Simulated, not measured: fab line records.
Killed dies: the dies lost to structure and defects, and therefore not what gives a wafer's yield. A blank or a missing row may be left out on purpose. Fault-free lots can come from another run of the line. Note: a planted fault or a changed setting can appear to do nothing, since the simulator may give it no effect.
Which tool was responsible? ; flow berkeley_cmos170 ; 39 wafers from 13 lots sampled at 3 of the route's 331 steps

== WHAT EACH GAUGE READ, for each wafer ==
UCB170_PLDD_CD_MEAS_06: the cd target is 1200 nm.
lot;measured;on;cd_nm (nm)
L430;day 6 13:28;cd_sem-01;1197.0 1198.3 1198.6
L434;day 7 12:07;cd_sem-02;1201.4 1200.7 1199.7
L433;day 7 12:31;cd_sem-02;1197.7 1199.1 1199.0
L436;day 8 04:49;cd_sem-02;1200.4 1200.0 1198.8
L435;day 8 05:14;cd_sem-01;1199.4 1197.5 1200.1
L439;day 8 11:18;cd_sem-01;1199.8 1200.2 1199.1
L442;day 8 14:16;cd_sem-01;1201.1 1200.9 1201.4
L438;day 8 15:24;cd_sem-02;1202.3 1201.4 1202.5
L443;day 8 23:35;cd_sem-02;1199.6 1199.8 1198.2
L444;day 9 00:04;cd_sem-01;1198.5 1199.8 1200.4
L441;day 9 00:47;cd_sem-01;1200.6 1201.4 1201.8
L445;day 9 14:45;cd_sem-01;1200.7 1201.6 1200.1
L451;day 10 13:14;cd_sem-01;1201.4 1200.1 1200.3

UCB170_PLDD_OVL_MEAS_07.
lot;measured;on;PLDD_OVL (nm)
L430;day 6 13:35;overlay-01;-11 -1 -3
L434;day 7 12:14;overlay-02;-10 -13 -8
L433;day 7 12:37;overlay-02;-1 2 4
L436;day 8 04:56;overlay-01;-1 -1 -5
L435;day 8 05:21;overlay-02;2 3 0
L439;day 8 11:25;overlay-02;9 1 1
L442;day 8 14:23;overlay-02;-5 -1 4
L438;day 8 15:30;overlay-02;6 0 0
L443;day 8 23:41;overlay-02;2 6 3
L444;day 9 00:10;overlay-01;-1 -5 -3
L441;day 9 00:53;overlay-01;-4 -8 -2
L445;day 9 14:52;overlay-01;-3 2 -2
L451;day 10 13:21;overlay-02;-1 -2 4

UCB170_SILICIDE_RS_MEAS_02: the measuring method here is four-point-probe.
lot;measured;on;SILICIDE_TI_RS (ohm/sq)
L430;day 7 01:08;film_metro-03;25.5 26.1 25.2
L434;day 8 00:50;film_metro-04;27.0 26.1 27.3
L433;day 8 01:49;film_metro-04;26.6 26.1 25.6
L436;day 8 18:25;film_metro-04;25.9 25.2 25.7
L435;day 8 21:11;film_metro-04;26.8 26.2 26.0
L439;day 9 01:43;film_metro-03;25.9 26.4 26.3
L442;day 9 03:38;film_metro-03;25.8 25.7 26.7
L438;day 9 03:11;film_metro-03;26.3 26.2 25.8
L443;day 9 12:56;film_metro-04;25.9 26.5 26.5
L444;day 9 13:23;film_metro-04;26.1 25.9 26.1
L441;day 9 13:13;film_metro-03;26.2 26.3 26.3
L445;day 10 07:59;film_metro-01;25.9 26.1 26.9
L451;day 11 03:20;film_metro-03;25.8 26.0 26.0

== EACH LOT AND THE TOOL THAT RAN IT (in order: tool; ch and the chambers of the sampled wafers; start) ==
No process step before these readings appears in the record.

== AS READ BY THE TOOLS THEMSELVES (means over the sampled wafers that have a number; for cases with no such wafer, the mark the record gives instead) ==
The record holds no such reading with a usual standard deviation.

== THE ANSWER, worked out from the rows above alone ==
Rule: what is usual is taken from the lots themselves. Put in order of their means at a reading, lots are off if they are a third of the lots or fewer, leave a main group of 4 or more, and stand apart from it by a gap of 3 or more times the standard deviation of the main group's means; of several such gaps the widest counts. A main group is skipped when, at the precision printed for the reading in the tables above, its means are all equal. Also off: a lot with no number at a reading for which 4 or more lots have one. The other lots that the step has rows for count as sound. Order of review: gauges by route order, followed by the tools' own readings, for which a lot's mean as printed above is used. At the first step where some lot is off, the reading lying furthest off is the one used; lots without a number count as furthest.
No lot is off at any reading shown: from this, nothing can be told.

== WHAT HAD BEEN PUT IN BY THE SIMULATOR ==
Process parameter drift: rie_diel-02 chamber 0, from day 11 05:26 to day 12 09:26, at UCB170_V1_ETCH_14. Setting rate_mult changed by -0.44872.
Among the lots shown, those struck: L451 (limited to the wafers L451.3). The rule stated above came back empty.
